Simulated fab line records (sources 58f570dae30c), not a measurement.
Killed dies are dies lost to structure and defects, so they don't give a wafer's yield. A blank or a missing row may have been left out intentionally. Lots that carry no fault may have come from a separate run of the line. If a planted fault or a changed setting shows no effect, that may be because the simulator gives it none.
Problem report, 8D (eight disciplines) form, completed by code / flow berkeley cmos170 / the parts of the form that need people (team, actions taken, sign-off) are left out

## 1. PROBLEM STATEMENT
oes product au at UCB170_M1_METAL_ETCH_12 reads a mean of 0.784 a.u. on 6 wafers of 2 lots; wafers without a fault read 0.851 a.u. with a standard deviation of 0.015. That is -4.4 standard deviations from the usual mean.
The step: etches Al in Cl2/BCl3, stops on PSG, target depth 780 nm, time 130 s.
First observed at day 11 04:43: wafer L668.1, on rie metal-04. Wafers with a number at this step in the record: 42, from 14 lots. By rule, "out" or "out of limits" means more than 4 standard deviations away from the usual mean. All remaining wafers that have a number are taken as sound.

## 2. WHAT IT IS, WHAT IT ISN'T
question=which readings at this step | is=oes product au | is not=chamber pressure mTorr, drypump motor current A, he backside leak sccm, throttle valve pct
question=which lots | is=L668, L669 | is not=L649, L650, L652, L653, L655, L658, L660, L661, L662, L665, L666, L671
question=which wafers of those lots | is=all that have a number | is not=-
question=read on which tools | is=rie metal-04 | is not=rie metal-01, rie metal-02
question=when | is=from day 11 04:43 | is not=up to then (33 sound wafers); but 3 sound wafers of L671 came after

## 3. SUSPECTS, AND WHAT RULES EACH OUT
Counting: any tool at a process step up to the reading is kept as a suspect provided that every lot that is out went through it and no sound lot did after the first of them.
- rie metal-04 at UCB170_M1_METAL_ETCH_12 (etches Al in Cl2/BCl3, stops on PSG, target depth 780 nm, time 130 s): kept. Every lot that is out went through it, starting with L668 (day 11 04:43), and after that it ran no sound lot; the last sound lot it ran before then is L665 (day 10 11:29). Its own readings are out on those wafers: oes product au.
The count leaves rie metal-04 at UCB170_M1_METAL_ETCH_12.

## 4. THE CAUSE (what the simulator had put in)
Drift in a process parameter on rie metal-04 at UCB170_M1_METAL_ETCH_12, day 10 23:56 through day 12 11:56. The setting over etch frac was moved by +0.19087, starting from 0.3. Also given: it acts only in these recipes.
This tool alone remained once counting was done.

## 5. THE EFFECT CHAIN, in route order
Rows list readings where the struck wafers' mean (over those with a number) sits beyond 3 standard deviations from the usual. Readings are gone through only where the record gives a usual standard deviation; hours: the median, over the lots, of the time from a lot's start at the first step in this table giving one to that lot's start at this step; sigmas: the change measured in usual standard deviations.
hours=0; step=UCB170_M1_METAL_ETCH_12; reading=oes product au; usual=0.851 a.u.; on struck wafers=0.784; change=-0.067; sigmas=-4.4
hours=0; step=UCB170_M1_STRIP_13; reading=oes product au; usual=0.720 a.u.; on struck wafers=0.695; change=-0.025; sigmas=-6.0
The process steps in it:
- UCB170_M1_METAL_ETCH_12: etches Al in Cl2/BCl3, stops on PSG, target depth 780 nm, time 130 s.
- UCB170_M1_STRIP_13: strips in O2.
Later measuring or inspecting steps at which every struck wafer that the step has a row for has a number for every such reading, and none has moved that far: UCB170_V1_OVL_MEAS_13.

## 6. HOW IT WOULD HAVE BEEN CAUGHT EARLIER
The fault began at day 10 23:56; the first out-of-limits reading in this record came at day 11 04:43, 5 hours later.
